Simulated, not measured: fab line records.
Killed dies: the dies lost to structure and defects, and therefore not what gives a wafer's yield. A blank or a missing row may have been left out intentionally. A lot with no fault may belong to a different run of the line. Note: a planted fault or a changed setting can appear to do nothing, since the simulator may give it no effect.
Comparing a struck lot with a sound one + flow berkeleyCmos170 + 14 steps out of a route of 331
Sound: these wafers, L789.1, L789.2, L789.5. The struck wafers were L801.1, L801.2, L801.4. Last of all comes the cause.
Each step with rows lists, per side, the tool, then ch with its chambers, then its first start. Under that, the readings that differ: sound wafers + struck wafers + difference of the means + sigmas: that difference in standard deviations of wafers without a fault.
alike: readings whose means differ by less than 2 such deviations, and words and numbers that are the same on both sides. not compared: withheld readings, readings that some wafer has no value for, bounds like >300 that may hide the same value, and numbers for which the record gives no deviation and whose values overlap.
The two part at a step that has a row with sigmas, a row that says differs or no value, or rows on one side only. When numbers do not overlap yet have no deviation, they are printed without sigmas and do not part them. A reading missing from all wafers of one side parts the sides only when that side holds two or more wafers.

first, 6 steps without rows for these wafers: UCB170_PVT_HMDS_00 (prime time 60 s); UCB170_PVT_COAT_01 (resist thk 900 nm); UCB170_PVT_SOFTBAKE_02 (time 60 s); UCB170_PVT_EXPOSE_03 (exposes mask NWELL, target cd 3000 nm); UCB170_PVT_PEB_04; UCB170_PVT_DEVELOP_05 (develop time 45 s).
UCB170_PVT_OVL_MEAS_06:
  sound on overlay-01, day 6 15:16; struck on overlay-02, day 9 05:07
  alike: PVT_OVL
following that, these wafers have no rows for 1 step: UCB170_PVT_IMPLANT_07.
UCB170_PVT_STRIP_08: strips in O2.
  sound on plasmaAsher-01 ch 0,1, day 6 15:28; struck on plasmaAsher-03 ch 0,1, day 9 05:18
| reading                  | sound       | struck      | difference | sigmas |
|--------------------------|-------------|-------------|------------|--------|
| drypumpMotorCurrentA (A) | 6.0 5.9 5.9 | 5.1 4.8 4.8 | -1.0       | -3     |
  alike: oesProductAu, stripTimeToEndpointS
  not compared: rfHoursCounterH
UCB170_PVT_TW_MEAS_09:
  sound on filmMetro-04, day 6 15:34; struck on filmMetro-04, day 9 05:24
  alike: PVT_TW
then, 1 step without rows for these wafers: UCB170_GATE_WET_ETCH_00 (etches SiO2 in dHF, time 200 s).
UCB170_FIELD_THK_MEAS_91:
  sound on filmMetro-01, day 6 15:47; struck on filmMetro-02, day 9 05:36
  alike: FIELD_OXIDE_LEFT_2_THK
UCB170_GATE_OXIDATION_01: target thk 6.6 nm, ox time 1887 s.
  struck on furnace-02, day 9 09:04; sound on furnace-02 ch 0, day 6 17:52
  no value came back on the struck wafers for oxTempC (C), oxTempCMax, zonePowerCentrePct (%); on the sound wafers oxTempC (C) reads 850.3 849.6 849.6
then, 1 step without rows for these wafers: UCB170_GATE_ANNEAL_03 (time 1800 s).

WHERE THEY PART
Last at UCB170_GATE_OXIDATION_01 as far as this record goes, first at UCB170_PVT_STRIP_08.

WHY: what the simulator had put in
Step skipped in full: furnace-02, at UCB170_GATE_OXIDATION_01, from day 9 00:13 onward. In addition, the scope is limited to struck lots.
